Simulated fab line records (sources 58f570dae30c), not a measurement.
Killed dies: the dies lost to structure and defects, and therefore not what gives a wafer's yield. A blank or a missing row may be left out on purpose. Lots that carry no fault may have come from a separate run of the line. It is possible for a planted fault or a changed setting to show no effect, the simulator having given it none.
A single fault, viewed from 2 desks / flow berkeleyCmos170 / what lay behind the numbers comes last; until then each desk has only its own

## DESK OF THE TOOL OWNER: implanter-04
The tool's own readings at UCB170_PFIELD_IMPLANT_07: means of the sampled wafers that have a number, for each lot that ran on this tool. Any lot whose mean is over 4 standard deviations away from the usual mean is out of limits and marked OUT; that distance is given in the brackets.
Columns: A = doseIonsCm2 at UCB170_PFIELD_IMPLANT_07, usual 2.0001e+13; B = faradayCurrentUA at UCB170_PFIELD_IMPLANT_07, usual 63.4
lot=L369; first seen here=day 5 03:47; A=1.9999e+13; B=64.0
lot=L374; first seen here=day 6 05:24; A=1.9996e+13; B=61.9
lot=L375; first seen here=day 6 13:42; A=1.5202e+13 (-99 or more) OUT; B=48.8 (-10) OUT
lot=L377; first seen here=day 6 19:54; A=1.5210e+13 (-99 or more) OUT; B=48.1 (-11) OUT
lot=L390; first seen here=day 10 09:43; A=2.0018e+13; B=63.1
This desk's verdict: out of limits on L375, L377, starting with L375 at day 6 13:42 (doseIonsCm2 at UCB170_PFIELD_IMPLANT_07). L369, L374, L390: within limits.

## AT THE METROLOGY DESK
What the gauges read for every lot (on any tool): the sampled wafers with a number, averaged. Any lot whose mean is over 4 standard deviations away from the usual mean is out of limits and marked OUT; that distance is given in the brackets.
Columns: A = NWELL_OVL at UCB170_NWELL_OVL_MEAS_12, usual -1 nm; B = PWELL_TW at UCB170_PWELL_TW_MEAS_17, usual 376.0; C = PFIELD_TW at UCB170_PFIELD_TW_MEAS_09, usual 599
lot=L367; first seen here=day 2 12:31; A=-3; B=378.2; C=604
lot=L368; first seen here=day 2 12:33; A=-4; B=373.0; C=602
lot=L369; first seen here=day 2 20:07; A=-4; B=376.1; C=600
lot=L372; first seen here=day 3 14:38; A=-3; B=378.1; C=597
lot=L374; first seen here=day 3 17:53; A=-1; B=376.0; C=599
lot=L375; first seen here=day 4 04:55; A=-7; B=376.1; C=550 (-15) OUT
lot=L377; first seen here=day 4 11:12; A=2; B=374.4; C=548 (-16) OUT
lot=L378; first seen here=day 4 21:14; A=5; B=375.9; C=600
lot=L380; first seen here=day 4 21:26; A=9; B=375.9; C=597
lot=L381; first seen here=day 5 09:34; A=8; B=377.4; C=604
lot=L382; first seen here=day 5 16:37; A=-8; B=376.8; C=599
lot=L386; first seen here=day 6 13:05; A=6; B=377.5; C=600
lot=L388; first seen here=day 6 23:58; A=-5; B=376.2; C=605
lot=L390; first seen here=day 7 10:11; A=-3; B=375.2; C=597
This desk's result: L375, L377 out of limits, first on L375 (PFIELD_TW at UCB170_PFIELD_TW_MEAS_09), day 6 13:56. L367, L368, L369, L372, L374, L378, L380, L381, L382, L386, L388, L390: within limits.

## TAKEN TOGETHER
At day 6 13:42, on L375, L377, the tool owner's desk was in a position to raise an alarm.
An alarm was possible from the metrology desk at day 6 13:56, on L375, L377.
Of the lots named, all ran UCB170_PFIELD_IMPLANT_07 on implanter-04.

## WHAT WAS PUT IN BY THE SIMULATOR
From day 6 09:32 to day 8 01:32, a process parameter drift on implanter-04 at UCB170_PFIELD_IMPLANT_07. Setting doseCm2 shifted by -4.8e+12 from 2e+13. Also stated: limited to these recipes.
Struck lots among those shown: L375, L377.
Hours from the fault's start to each desk's first reading out of limits: the tool owner's desk, 4; the metrology desk, 4.
